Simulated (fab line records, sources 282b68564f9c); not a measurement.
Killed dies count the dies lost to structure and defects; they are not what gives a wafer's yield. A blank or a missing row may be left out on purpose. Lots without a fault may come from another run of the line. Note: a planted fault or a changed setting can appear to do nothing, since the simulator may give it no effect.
Which tool did it?    flow rit_cmos    14 lots with 42 wafers sampled at 2 steps, on a route of 202 steps

== WHAT THE GAUGES READ, wafer by wafer ==
RIT_PSD_TW_MEAS_10. Usual: PSD_TW 3441, standard deviation 47.
lot   measured     on             PSD_TW          flag
L188  day 3 02:22  film_metro-04  3459 3478 3473  
L189  day 3 05:55  film_metro-04  3462 3463 3452  
L191  day 3 16:35  film_metro-04  3468 3487 3465  
L192  day 3 22:35  film_metro-04  3456 3470 3464  
L193  day 4 05:54  film_metro-02  3404 3395 3393  
L195  day 4 12:44  film_metro-02  3385 3391 3398  
L196  day 4 20:25  film_metro-02  3397 3397 3402  
L197  day 4 23:16  film_metro-04  3483 3481 3450  
L199  day 5 09:15  film_metro-04  3464 3444 3460  
L203  day 6 03:11  film_metro-01  3507 3516 3530  
L206  day 6 20:07  film_metro-04  3445 3442 3449  
L208  day 7 05:49  film_metro-04  3436 3427 3444  
L209  day 7 09:22  film_metro-04  3422 3423 3426  
L211  day 7 21:03  film_metro-02  3382 3356 3377  

== EACH LOT AND THE TOOL THAT RAN IT (in order: tool; ch and the chambers of the sampled wafers; start) ==
lot   RIT_PSD_STRIP_09
L188  plasma_asher-01 ch 0,1, day 3 02:11
L189  plasma_asher-03 ch 0,1, day 3 05:47
L191  plasma_asher-01 ch 0,1, day 3 16:24
L192  plasma_asher-01 ch 0,1, day 3 22:24
L193  plasma_asher-03 ch 0,1, day 4 05:43
L195  plasma_asher-02 ch 0,1, day 4 12:33
L196  plasma_asher-01 ch 0,1, day 4 20:13
L197  plasma_asher-01 ch 0,1, day 4 23:05
L199  plasma_asher-03 ch 0,1, day 5 09:04
L203  plasma_asher-03 ch 0,1, day 6 03:02
L206  plasma_asher-03 ch 0,1, day 6 19:56
L208  plasma_asher-01 ch 0,1, day 7 05:41
L209  plasma_asher-03 ch 0,1, day 7 09:11
L211  plasma_asher-01 ch 0,1, day 7 20:55
- RIT_PSD_STRIP_09: strips in O2, time 180 s.

== WHAT THE TOOLS THEMSELVES READ (means of the sampled wafers that have a number; where no wafer has one, the mark that the record gives instead) ==
RIT_PSD_STRIP_09. Usual: drypump_motor_current_A 5.8 A, standard deviation 0.38; run_length_s 208.2 s, standard deviation 0.62.
lot   tool             drypump_motor_current_A (A)  run_length_s (s)  flag
L188  plasma_asher-01  6.1                          209.0             
L189  plasma_asher-03  5.8                          208.0             
L191  plasma_asher-01  6.1                          208.6             
L192  plasma_asher-01  6.1                          208.4             
L193  plasma_asher-03  5.9                          207.9             
L195  plasma_asher-02  5.7                          208.3             
L196  plasma_asher-01  5.8                          208.0             
L197  plasma_asher-01  5.8                          208.1             
L199  plasma_asher-03  5.8                          208.1             
L203  plasma_asher-03  5.6                          207.7             
L206  plasma_asher-03  5.6                          208.1             
L208  plasma_asher-01  6.1                          208.7             
L209  plasma_asher-03  5.6                          208.2             
L211  plasma_asher-01  5.8                          207.9             

== THE ANSWER, worked out from the rows above alone ==
Rule: lot off if the mean of its wafers having a number is beyond 3 standard deviations from the usual mean. Also off: a lot with no number at a reading for which 4 or more lots have one. The other lots that the step has rows for count as sound. After the gauges, taken in route order, come the tools' own readings; for these a lot's mean is taken, as printed above. At the first step where some lot is off, the reading lying furthest off is the one used; lots without a number count as furthest.
None of the lots is off at any reading shown; this tells nothing.

== WHAT HAD BEEN PUT IN BY THE SIMULATOR ==
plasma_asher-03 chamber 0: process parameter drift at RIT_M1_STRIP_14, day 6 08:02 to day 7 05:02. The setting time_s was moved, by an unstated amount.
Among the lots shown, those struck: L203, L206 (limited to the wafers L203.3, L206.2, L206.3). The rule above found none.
